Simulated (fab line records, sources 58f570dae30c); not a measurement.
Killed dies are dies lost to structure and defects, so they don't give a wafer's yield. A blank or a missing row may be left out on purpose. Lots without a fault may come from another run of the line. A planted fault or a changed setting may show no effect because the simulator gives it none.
Which tool did it? | flow berkeley_cmos170 | 15 lots, 45 wafers sampled, at 3 steps of a route of 331

WHAT THE GAUGES READ, wafer by wafer
UCB170_ACTIVE_CD_MEAS_13: target cd 1200 nm. Usual: cd_nm 1199.7 nm, standard deviation 1.5.
lot  | measured    | on        | cd_nm (nm)           | flag
L733 | day 4 08:46 | cd_sem-01 | 1201.3 1201.0 1199.9 |
L735 | day 4 19:44 | cd_sem-01 | 1200.6 1201.0 1202.9 |
L738 | day 5 10:30 | cd_sem-02 | 1199.9 1199.4 1199.1 |
L737 | day 5 10:47 | cd_sem-01 | 1201.6 1201.2 1200.7 |
L741 | day 6 00:55 | cd_sem-02 | 1198.4 1197.6 1196.1 |
L739 | day 6 00:56 | cd_sem-01 | 1199.2 1200.3 1200.0 |
L740 | day 6 01:11 | cd_sem-01 | 1198.7 1199.7 1199.5 |
L742 | day 6 08:29 | cd_sem-02 | 1199.6 1199.1 1199.1 |
L744 | day 7 01:38 | cd_sem-01 | 1197.7 1197.3 1196.6 |
L743 | day 7 01:52 | cd_sem-02 | 1199.4 1197.8 1197.8 |
L746 | day 7 08:31 | cd_sem-01 | 1200.9 1199.5 1199.6 |
L745 | day 7 08:45 | cd_sem-02 | 1200.2 1200.2 1200.0 |
L748 | day 7 21:12 | cd_sem-01 | 1200.4 1199.5 1201.0 |
L754 | day 9 16:46 | cd_sem-01 | 1201.9 1201.1 1201.4 |
L755 | day 9 17:24 | cd_sem-01 | 1199.2 1199.3 1199.5 |

UCB170_GATE_THK_MEAS_05. Usual: GATE_POLY_THK 214.1 nm, standard deviation 1.8.
lot  | measured     | on            | GATE_POLY_THK (nm)                  | flag
L733 | day 6 19:20  | film_metro-03 | 214.6 215.1 214.3                   |
L735 | day 6 19:17  | film_metro-03 | 213.0 214.4 213.7                   |
L738 | day 7 20:40  | film_metro-04 | 212.5 212.5 212.2                   |
L737 | day 7 20:41  | film_metro-03 | 213.9 213.8 212.5                   |
L741 | day 8 05:26  | film_metro-01 | 214.0 214.0 212.3                   |
L739 | day 8 05:29  | film_metro-04 | 217.1 217.2 217.3                   |
L740 | day 8 05:29  | film_metro-01 | 213.0 215.0 213.2                   |
L742 | day 8 05:26  | film_metro-04 | 217.3 216.8 216.2                   |
L744 | day 9 20:07  | film_metro-04 | 173.5 171.0 172.9 173.4 171.1 172.7 | OFF
L743 | day 9 20:06  | film_metro-01 | 173.5 174.2 172.8 173.5 174.1 172.8 | OFF
L746 | day 9 20:06  | film_metro-03 | 172.9 174.6 173.3 172.7 174.5 173.2 | OFF
L745 | day 9 23:15  | film_metro-04 | 212.0 210.5 209.8                   |
L748 | day 10 11:23 | film_metro-01 | 209.6 211.8 210.3                   |
L754 | day 12 01:34 | film_metro-01 | 213.3 213.9 214.4                   |
L755 | day 12 01:32 | film_metro-04 | 211.0 211.7 212.4                   |

WHICH TOOL RAN EACH LOT (tool, then ch and the chambers of the sampled wafers, then the start)
lot  | UCB170_GATE_CVD_04
L733 | lpcvd-01 ch 1, day 6 17:53
L735 | lpcvd-01 ch 0, day 6 17:53
L738 | lpcvd-01 ch 0, day 7 19:16
L737 | lpcvd-01 ch 0, day 7 19:16
L741 | lpcvd-02 ch 0, day 8 04:01
L739 | lpcvd-02 ch 0, day 8 04:01
L740 | lpcvd-02 ch 0, day 8 04:01
L742 | lpcvd-02 ch 0, day 8 04:01
L744 | lpcvd-02 ch 1, day 9 18:41
L743 | lpcvd-02 ch 1, day 9 18:41
L746 | lpcvd-02 ch 0, day 9 18:41
L745 | lpcvd-01 ch 1, day 9 21:51
L748 | lpcvd-01 ch 1, day 10 09:59
L754 | lpcvd-01 ch 1, day 12 00:06
L755 | lpcvd-01 ch 0, day 12 00:06
- UCB170_GATE_CVD_04: deposits poly-Si from SiH4, time 1440 s, target thk 214 nm.

WHAT THE TOOLS THEMSELVES READ (means of the sampled wafers that have a number; where no wafer has one, the mark that the record gives instead)
UCB170_GATE_CVD_04. Usual: sih4_flow_sccm 120.0 sccm, standard deviation 0.35; zone_power_source_pct 12.7 %, standard deviation 1.7.
lot  | tool     | sih4_flow_sccm (sccm) | zone_power_source_pct (%) | flag
L733 | lpcvd-01 | 120.2                 | 12.2                      |
L735 | lpcvd-01 | 120.0                 | 13.8                      |
L738 | lpcvd-01 | 120.2                 | 13.9                      |
L737 | lpcvd-01 | 120.1                 | 13.8                      |
L741 | lpcvd-02 | 120.0                 | 14.3                      |
L739 | lpcvd-02 | 120.3                 | 14.3                      |
L740 | lpcvd-02 | 119.5                 | 14.5                      |
L742 | lpcvd-02 | 119.8                 | 14.3                      |
L744 | lpcvd-02 | 96.2                  | 9.8                       | OFF
L743 | lpcvd-02 | 95.6                  | 10.0                      | OFF
L746 | lpcvd-02 | 95.9                  | 14.4                      | OFF
L745 | lpcvd-01 | 120.0                 | 12.3                      |
L748 | lpcvd-01 | 120.1                 | 12.2                      |
L754 | lpcvd-01 | 120.3                 | 12.3                      |
L755 | lpcvd-01 | 120.0                 | 13.8                      |

THE ANSWER, worked out from the rows above alone
Rule: a lot is off if the mean of its wafers that have a number lies more than 3 standard deviations from the usual mean. A lot without any number at a reading at which 4 lots or more have one is off too. The other lots that the step has rows for count as sound. The gauges are gone through in route order, then the tools' own readings, and for those a lot's mean is taken as printed above. The first step at which some lot is off is used, and at that step the reading that is off furthest; a lot without a number counts as furthest.
Off: L744, L743, L746, at UCB170_GATE_THK_MEAS_05 (GATE_POLY_THK).
A tool fits if, at a process step before that reading, it ran every lot that is off, and no sound lot after the first of them. The gauges at UCB170_GATE_THK_MEAS_05 aren't tried: what is off there is off at UCB170_GATE_CVD_04 too, on other tools, and a gauge's error can't cause that. One fits: lpcvd-02 at UCB170_GATE_CVD_04. Its last sound lot is L739 (day 8 04:01), its first lot that is off L743 (day 9 18:41): a fault that began between those two fits.
The tool's own readings at UCB170_GATE_CVD_04 bear it out: on the lots that are off they differ by more than 5 times the standard deviation of the sound lots' means. sih4_flow_sccm reads 95.9 sccm there against 120.0 sccm on the sound lots.

WHAT THE SIMULATOR HAD PUT IN
Process parameter drift: lpcvd-02, from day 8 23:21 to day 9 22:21, at UCB170_GATE_CVD_04. Setting sih4_flow_sccm, moved by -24, from 120. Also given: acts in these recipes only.
Lots struck among those shown: L744, L743, L746. The rule above found the same.
